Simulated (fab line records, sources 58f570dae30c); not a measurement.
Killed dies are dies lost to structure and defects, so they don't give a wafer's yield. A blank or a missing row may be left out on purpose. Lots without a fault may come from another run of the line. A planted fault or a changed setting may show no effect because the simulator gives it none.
Which tool did it? | flow berkeley_cmos170 | 14 lots, 42 wafers sampled, at 4 steps of a route of 331

WHAT THE GAUGES READ, wafer by wafer
UCB170_M1_OVL_MEAS_10. Usual: M1_OVL 4 nm, standard deviation 5.3.
lot  | measured     | on         | M1_OVL (nm) | flag
L327 | day 7 19:00  | overlay-02 | -2 -3 -2    |
L328 | day 8 07:43  | overlay-02 | -2 8 4      |
L329 | day 9 10:50  | overlay-01 | 4 4 10      |
L330 | day 9 11:28  | overlay-02 | 3 7 6       |
L331 | day 9 08:14  | overlay-01 | 5 5 6       |
L332 | day 9 22:34  | overlay-02 | 7 4 0       |
L333 | day 9 19:58  | overlay-02 | -7 -4 -12   |
L334 | day 9 20:23  | overlay-02 | 1 12 4      |
L335 | day 10 09:12 | overlay-02 | 3 -4 -4     |
L336 | day 10 07:43 | overlay-01 | -4 2 3      |
L339 | day 10 20:09 | overlay-01 | 1 5 3       |
L348 | day 13 06:55 | overlay-01 | 2 4 3       |
L349 | day 13 07:09 | overlay-02 | 11 10 7     |
L350 | day 14 03:28 | overlay-01 | 1 2 0       |

UCB170_M2_CD_MEAS_90: target cd 700 nm. Usual: cd_nm 699.0 nm, standard deviation 2.7.
lot  | measured     | on        | cd_nm (nm)        | flag
L327 | day 8 03:04  | cd_sem-01 | 692.2 697.5 689.5 |
L328 | day 8 14:58  | cd_sem-01 | 698.4 695.7 702.1 |
L329 | day 9 18:08  | cd_sem-01 | 698.1 700.1 698.0 |
L330 | day 9 21:26  | cd_sem-01 | 695.7 698.5 698.8 |
L331 | day 9 18:07  | cd_sem-02 | 699.4 700.6 700.5 |
L332 | day 10 05:58 | cd_sem-01 | 698.4 697.8 698.1 |
L333 | day 10 03:43 | cd_sem-02 | 699.0 697.4 700.0 |
L334 | day 10 04:20 | cd_sem-02 | 698.6 695.7 697.4 |
L335 | day 10 16:02 | cd_sem-02 | 700.3 696.2 693.5 |
L336 | day 10 14:37 | cd_sem-02 | 702.2 699.6 700.0 |
L339 | day 11 04:02 | cd_sem-01 | 697.1 698.9 699.2 |
L348 | day 13 15:02 | cd_sem-02 | 700.7 698.9 701.4 |
L349 | day 13 16:05 | cd_sem-02 | 698.2 698.5 697.5 |
L350 | day 14 11:36 | cd_sem-02 | 695.8 701.3 696.7 |

WHICH TOOL RAN EACH LOT (tool, then ch and the chambers of the sampled wafers, then the start)
lot  | UCB170_WELLDRIVE_OXIDATION_01 | UCB170_M1_SPUTTER_00
L327 | furnace-04 ch 0, day 3 06:40  | pvd_sputter-03, day 7 17:20
L328 | furnace-02 ch 0, day 3 19:46  | pvd_sputter-02, day 8 06:23
L329 | furnace-02 ch 0, day 4 09:22  | pvd_sputter-01, day 9 09:15
L330 | furnace-02 ch 0, day 4 09:22  | pvd_sputter-02, day 9 09:37
L331 | furnace-02 ch 0, day 4 09:22  | pvd_sputter-03, day 9 06:38
L332 | furnace-02 ch 0, day 4 21:10  | pvd_sputter-02, day 9 21:13
L333 | furnace-02 ch 0, day 4 21:10  | pvd_sputter-01, day 9 18:19
L334 | furnace-02 ch 0, day 5 03:16  | pvd_sputter-03, day 9 18:19
L335 | furnace-02 ch 0, day 5 13:26  | pvd_sputter-02, day 10 06:46
L336 | furnace-02 ch 0, day 5 13:26  | pvd_sputter-03, day 10 06:11
L339 | furnace-01 ch 0, day 6 05:55  | pvd_sputter-01, day 10 18:38
L348 | furnace-04 ch 0, day 8 11:13  | pvd_sputter-02, day 13 05:21
L349 | furnace-04 ch 0, day 8 11:13  | pvd_sputter-03, day 13 05:37
L350 | furnace-01 ch 0, day 9 01:38  | pvd_sputter-01, day 14 02:16
- UCB170_WELLDRIVE_OXIDATION_01: target thk 199 nm, ox time 9000 s.
- UCB170_M1_SPUTTER_00: material Al, target thk 600 nm, time 80 s.

WHAT THE TOOLS THEMSELVES READ (means of the sampled wafers that have a number; where no wafer has one, the mark that the record gives instead)
UCB170_M1_SPUTTER_00. Usual: cathode_dc_power_W 6000.1 W, standard deviation 1.1; throttle_valve_pct 30.5 %, standard deviation 1.
lot  | tool           | cathode_dc_power_W (W) | throttle_valve_pct (%) | flag
L327 | pvd_sputter-03 | 5998.6                 | 30.1                   |
L328 | pvd_sputter-02 | 6000.9                 | 30.0                   |
L329 | pvd_sputter-01 | 6000.4                 | 30.9                   |
L330 | pvd_sputter-02 | 6001.1                 | 29.8                   |
L331 | pvd_sputter-03 | 6000.9                 | 29.6                   |
L332 | pvd_sputter-02 | 6000.6                 | 29.7                   |
L333 | pvd_sputter-01 | 6000.5                 | 31.2                   |
L334 | pvd_sputter-03 | 6000.1                 | 29.7                   |
L335 | pvd_sputter-02 | 6000.7                 | 30.4                   |
L336 | pvd_sputter-03 | 5999.8                 | 30.5                   |
L339 | pvd_sputter-01 | 6001.6                 | 31.0                   |
L348 | pvd_sputter-02 | 6000.1                 | 29.5                   |
L349 | pvd_sputter-03 | 5999.7                 | 30.4                   |
L350 | pvd_sputter-01 | 5999.8                 | 30.9                   |

THE ANSWER, worked out from the rows above alone
Rule: a lot is off if the mean of its wafers that have a number lies more than 3 standard deviations from the usual mean. A lot without any number at a reading at which 4 lots or more have one is off too. The other lots that the step has rows for count as sound. The gauges are gone through in route order, then the tools' own readings, and for those a lot's mean is taken as printed above. The first step at which some lot is off is used, and at that step the reading that is off furthest; a lot without a number counts as furthest.
No lot is off at any reading shown: from this, nothing can be told.

WHAT THE SIMULATOR HAD PUT IN
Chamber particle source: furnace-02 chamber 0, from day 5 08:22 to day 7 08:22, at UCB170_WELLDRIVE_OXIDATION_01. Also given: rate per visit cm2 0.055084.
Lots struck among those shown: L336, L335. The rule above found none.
